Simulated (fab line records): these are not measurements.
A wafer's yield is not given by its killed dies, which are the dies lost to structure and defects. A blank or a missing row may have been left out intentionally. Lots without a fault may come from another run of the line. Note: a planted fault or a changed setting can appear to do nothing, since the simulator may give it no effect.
fab line records | flow berkeley-cmos170
[record] lots = 14 | wafers = 42 | last-day = 13
route steps=331 shown NVT@106 NSD@194 PSD@206
lots that met no fault: from a run of the same line without faults
start-h: hours from the record's first day to the start of the lot's first wafer shown | wait-h: hours since the lot's step before | " repeats the value in the row above | L1.1+2: a single row standing in for several wafers | - no value, or no start was given | * or withheld: withheld | < > ~ a bound
route shown NAME@n: names a module that has steps shown in the file, with the first one's number in the route | usual: the fault-free wafers' mean and standard deviation | same: alike in all rows | chamber/n: place in a boat | sites: the reading at each site | _std_site: their standard deviation | _edge_site: inner sites' mean taken away from outer sites' mean | radius-mm: how far each site lies from the wafer's centre | mask NAME#n: copy n | behind: the tool/chamber that last shaped the wafer | hold: why the lot went on hold/how many hours it stayed there/how the hold came to an end | device: transistor that didn't switch, given as n, p or np | end of line: the tests these same wafers got at the end of their route | a step given without rows: its recipe and nothing more | killed: count of dies lost to structure and defects at first sort (not the wafer's yield) | map: the dies of a wafer, with x for killed, . for not killed, _ for no die there
set.NAME: the setting that was run; set.NAME@STEP: the one run at that earlier step | model.NAME: the simulator's own value behind a step, which no gauge read
the route's steps for a sample of lots (tables are steps, rows are wafers)
[[steps]]
[step UCB170_NVT_SOFTBAKE_02]
[recipe] resist = KrF | temp-c = 130 | time-s = 60
[usual] run-length-s = 89.0/0.33
lot.wafer | tool           | chamber | start-h | wait-h | run-length-s
L226.1    | litho-track-04 | 0       | 138.85  | 0.1    | 88.8
L226.3    | "              | 0       | "       | "      | 88.8
L226.4    | "              | 0       | "       | "      | 88.8
L227.1    | litho-track-03 | 0       | 139.32  | 0.1    | 88.8
L227.2    | "              | 0       | "       | "      | 88.9
L227.3    | "              | 0       | "       | "      | 89.0
L229.1    | litho-track-03 | 0       | 144.67  | 0.1    | 88.9
L229.3    | "              | 0       | "       | "      | 88.9
L229.4    | "              | 0       | "       | "      | 88.8
L230.2    | litho-track-01 | 0       | 145.01  | 0.1    | 89.7
L230.3    | "              | 0       | "       | "      | 89.6
L230.5    | "              | 0       | "       | "      | 89.6
L232.1    | litho-track-03 | 0       | 176.69  | 0.1    | 88.8
L232.4    | "              | 0       | "       | "      | 88.9
L232.5    | "              | 0       | "       | "      | 88.8
L237.1    | litho-track-04 | 0       | 189.44  | 0.1    | 91.7
L237.2    | "              | 0       | "       | "      | 91.8
L237.6    | "              | 0       | "       | "      | 91.7
L239.1    | litho-track-04 | 0       | 205.74  | 0.1    | 91.9
L239.2    | "              | 0       | "       | "      | 91.7
L239.6    | "              | 0       | "       | "      | 91.6
L241.1    | litho-track-01 | 0       | 216.93  | 0.1    | 89.4
L241.2    | "              | 0       | "       | "      | 89.6
L241.5    | "              | 0       | "       | "      | 89.4
L242.2    | litho-track-03 | 0       | 216.96  | 0.1    | 88.9
L242.3    | "              | 0       | "       | "      | 88.8
L242.4    | "              | 0       | "       | "      | 88.9
L243.1    | litho-track-03 | 0       | 223.84  | 0.1    | 89.0
L243.2    | "              | 0       | "       | "      | 89.0
L243.3    | "              | 0       | "       | "      | 88.9
L247.1    | litho-track-01 | 0       | 232.20  | 0.1    | 89.3
L247.4    | "              | 0       | "       | "      | 89.7
L247.5    | "              | 0       | "       | "      | 89.5
L248.2    | litho-track-03 | 0       | 232.54  | 0.1    | 88.9
L248.3    | "              | 0       | "       | "      | 88.9
L248.4    | "              | 0       | "       | "      | 88.8
L246.1    | litho-track-01 | 0       | 232.65  | 0.1    | 89.6
L246.4    | "              | 0       | "       | "      | 89.4
L246.6    | "              | 0       | "       | "      | 89.5
L249.3    | litho-track-01 | 0       | 244.30  | 0.1    | 89.6
L249.4    | "              | 0       | "       | "      | 89.7
L249.5    | "              | 0       | "       | "      | 89.4
[step UCB170_NSD_OVL_MEAS_07]
[usual] NSD_OVL = 0/6
lot.wafer | tool       | chamber | start-h | wait-h | NSD_OVL[nm]
L226.1    | overlay-02 | -       | 175.96  | 0.1    | -7
L226.3    | "          | -       | "       | "      | -8
L226.4    | "          | -       | "       | "      | -7
L229.1    | overlay-01 | -       | 176.41  | 0.1    | -9
L229.3    | "          | -       | "       | "      | -3
L229.4    | "          | -       | "       | "      | -8
L227.1    | overlay-02 | -       | 176.51  | 0.1    | 3
L227.2    | "          | -       | "       | "      | -4
L227.3    | "          | -       | "       | "      | -1
L230.2    | overlay-01 | -       | 176.97  | 0.1    | 13
L230.3    | "          | -       | "       | "      | 6
L230.5    | "          | -       | "       | "      | 12
L232.1    | overlay-01 | -       | 212.56  | 0.1    | 2
L232.4    | "          | -       | "       | "      | -3
L232.5    | "          | -       | "       | "      | -8
L237.1    | overlay-01 | -       | 222.40  | 0.1    | 4
L237.2    | "          | -       | "       | "      | 5
L237.6    | "          | -       | "       | "      | 3
L239.1    | overlay-01 | -       | 239.48  | 0.1    | -1
L239.2    | "          | -       | "       | "      | -10
L239.6    | "          | -       | "       | "      | -8
L242.2    | overlay-02 | -       | 264.79  | 0.1    | -11
L242.3    | "          | -       | "       | "      | 0
L242.4    | "          | -       | "       | "      | -9
L241.1    | overlay-02 | -       | 265.22  | 0.1    | -5
L241.2    | "          | -       | "       | "      | -6
L241.5    | "          | -       | "       | "      | 2
L243.1    | overlay-01 | -       | 265.43  | 0.1    | 0
L243.2    | "          | -       | "       | "      | 5
L243.3    | "          | -       | "       | "      | 11
L247.1    | overlay-01 | -       | 272.67  | 0.1    | 4
L247.4    | "          | -       | "       | "      | 8
L247.5    | "          | -       | "       | "      | -1
L248.2    | overlay-02 | -       | 272.74  | 0.1    | 6
L248.3    | "          | -       | "       | "      | 0
L248.4    | "          | -       | "       | "      | -2
L246.1    | overlay-01 | -       | 273.15  | 0.1    | 4
L246.4    | "          | -       | "       | "      | -4
L246.6    | "          | -       | "       | "      | -5
L249.3    | overlay-02 | -       | 292.66  | 0.1    | -4
L249.4    | "          | -       | "       | "      | -2
L249.5    | "          | -       | "       | "      | -6
[step UCB170_SDANNEAL_RS_MEAS_02]
[recipe] thk-meas-gauge = four-point-probe
[usual] PSD_RS = 75.46/0.29
lot.wafer | tool          | chamber | start-h | wait-h | PSD_RS[ohm/sq]
L226.1    | film-metro-02 | -       | 178.44  | 0.2    | 75.04
L226.3    | "             | -       | "       | "      | 75.21
L226.4    | "             | -       | "       | "      | 75.48
L229.1    | film-metro-02 | -       | 178.92  | 0.3    | 75.47
L229.3    | "             | -       | "       | "      | 75.46
L229.4    | "             | -       | "       | "      | 75.65
L227.1    | film-metro-02 | -       | 179.66  | 0.0    | 75.57
L227.2    | "             | -       | "       | "      | 75.48
L227.3    | "             | -       | "       | "      | 75.76
L230.2    | film-metro-01 | -       | 179.81  | 0.1    | 75.37
L230.3    | "             | -       | "       | "      | 75.41
L230.5    | "             | -       | "       | "      | 75.06
L232.1    | film-metro-01 | -       | 214.25  | 0.0    | 75.52
L232.4    | "             | -       | "       | "      | 75.47
L232.5    | "             | -       | "       | "      | 75.53
L237.1    | film-metro-03 | -       | 224.67  | 0.0    | 75.60
L237.2    | "             | -       | "       | "      | 75.35
L237.6    | "             | -       | "       | "      | 75.40
L239.1    | film-metro-02 | -       | 241.72  | 0.0    | 75.48
L239.2    | "             | -       | "       | "      | 75.84
L239.6    | "             | -       | "       | "      | 75.55
L242.2    | film-metro-02 | -       | 266.55  | 0.1    | 75.35
L242.3    | "             | -       | "       | "      | 75.52
L242.4    | "             | -       | "       | "      | 75.42
L241.1    | film-metro-03 | -       | 266.73  | 0.0    | 75.26
L241.2    | "             | -       | "       | "      | 75.28
L241.5    | "             | -       | "       | "      | 75.16
L243.1    | film-metro-02 | -       | 267.08  | 0.0    | 75.55
L243.2    | "             | -       | "       | "      | 75.66
L243.3    | "             | -       | "       | "      | 75.75
L247.1    | film-metro-03 | -       | 274.21  | 0.1    | 75.07
L247.4    | "             | -       | "       | "      | 75.18
L247.5    | "             | -       | "       | "      | 75.13
L248.2    | film-metro-01 | -       | 274.40  | 0.1    | 75.55
L248.3    | "             | -       | "       | "      | 76.10
L248.4    | "             | -       | "       | "      | 75.36
L246.1    | film-metro-02 | -       | 274.69  | 0.1    | 75.33
L246.4    | "             | -       | "       | "      | 75.03
L246.6    | "             | -       | "       | "      | 75.48
L249.3    | film-metro-02 | -       | 294.82  | 0.1    | 75.37
L249.4    | "             | -       | "       | "      | 74.97
L249.5    | "             | -       | "       | "      | 75.48
[step UCB170_SDANNEAL_RS_MEAS_03]
[recipe] thk-meas-gauge = four-point-probe
[usual] NSD_RS = 37.24/0.086
lot.wafer | tool          | chamber | start-h | wait-h | NSD_RS[ohm/sq]
L226.1    | film-metro-02 | -       | 178.56  | 0.1    | 37.10
L226.3    | "             | -       | "       | "      | 37.14
L226.4    | "             | -       | "       | "      | 37.04
L229.1    | film-metro-02 | -       | 179.04  | 0.1    | 37.20
L229.3    | "             | -       | "       | "      | 37.09
L229.4    | "             | -       | "       | "      | 37.19
L227.1    | film-metro-02 | -       | 179.78  | 0.1    | 37.15
L227.2    | "             | -       | "       | "      | 37.38
L227.3    | "             | -       | "       | "      | 37.18
L230.2    | film-metro-01 | -       | 179.93  | 0.1    | 37.36
L230.3    | "             | -       | "       | "      | 37.35
L230.5    | "             | -       | "       | "      | 37.31
L232.1    | film-metro-01 | -       | 214.37  | 0.1    | 37.30
L232.4    | "             | -       | "       | "      | 37.30
L232.5    | "             | -       | "       | "      | 37.28
L237.1    | film-metro-03 | -       | 224.79  | 0.1    | 37.26
L237.2    | "             | -       | "       | "      | 37.28
L237.6    | "             | -       | "       | "      | 37.20
L239.1    | film-metro-02 | -       | 241.84  | 0.1    | 37.16
L239.2    | "             | -       | "       | "      | 37.13
L239.6    | "             | -       | "       | "      | 37.22
L242.2    | film-metro-02 | -       | 266.67  | 0.1    | 37.13
L242.3    | "             | -       | "       | "      | 37.23
L242.4    | "             | -       | "       | "      | 37.26
L241.1    | film-metro-03 | -       | 266.85  | 0.1    | 37.33
L241.2    | "             | -       | "       | "      | 37.24
L241.5    | "             | -       | "       | "      | 37.24
L243.1    | film-metro-02 | -       | 267.20  | 0.1    | 37.09
L243.2    | "             | -       | "       | "      | 37.21
L243.3    | "             | -       | "       | "      | 37.05
L247.1    | film-metro-03 | -       | 274.33  | 0.1    | 37.17
L247.4    | "             | -       | "       | "      | 37.19
L247.5    | "             | -       | "       | "      | 37.37
L248.2    | film-metro-01 | -       | 274.52  | 0.1    | 37.40
L248.3    | "             | -       | "       | "      | 37.42
L248.4    | "             | -       | "       | "      | 37.38
L246.1    | film-metro-02 | -       | 274.81  | 0.1    | 37.23
L246.4    | "             | -       | "       | "      | 37.37
L246.6    | "             | -       | "       | "      | 37.23
L249.3    | film-metro-02 | -       | 294.94  | 0.1    | 37.18
L249.4    | "             | -       | "       | "      | 37.23
L249.5    | "             | -       | "       | "      | 37.23
[[key]]
[first-sign] step = UCB170_NVT_SOFTBAKE_02 | reading = run-length-s | direction = up | sigmas = 8.3 | usual = * | struck = *
effect none on later readings
met-at UCB170_NVT_SOFTBAKE_02
struck-lots L237,L239
tester-left-out L237,L239
not-acting-at UCB170_NSD_OVL_MEAS_07,UCB170_SDANNEAL_RS_MEAS_02,UCB170_SDANNEAL_RS_MEAS_03
onset-between 138.85 189.44
[earlier-fault] kind = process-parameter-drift | tool = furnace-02 | chamber = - | onset-h = 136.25 | steps = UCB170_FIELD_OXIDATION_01 | channel = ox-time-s | offset = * | shape = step | end-h = 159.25 | acts-in = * | stated = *
[fault] kind = process-parameter-drift | tool = litho-track-04 | chamber = - | onset-h = 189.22 | steps = UCB170_NVT_SOFTBAKE_02 | channel = time-s | offset = * | shape = step | end-h = 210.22 | acts-in = * | stated = *
// tester-left-out: of these lots the tester's yield and bins aren't shown, on N5 and GAA mostly nor the transistor test; their killed dies are dies lost to structure and defects alone, not to doping, threshold or leakage, so they don't give the yield
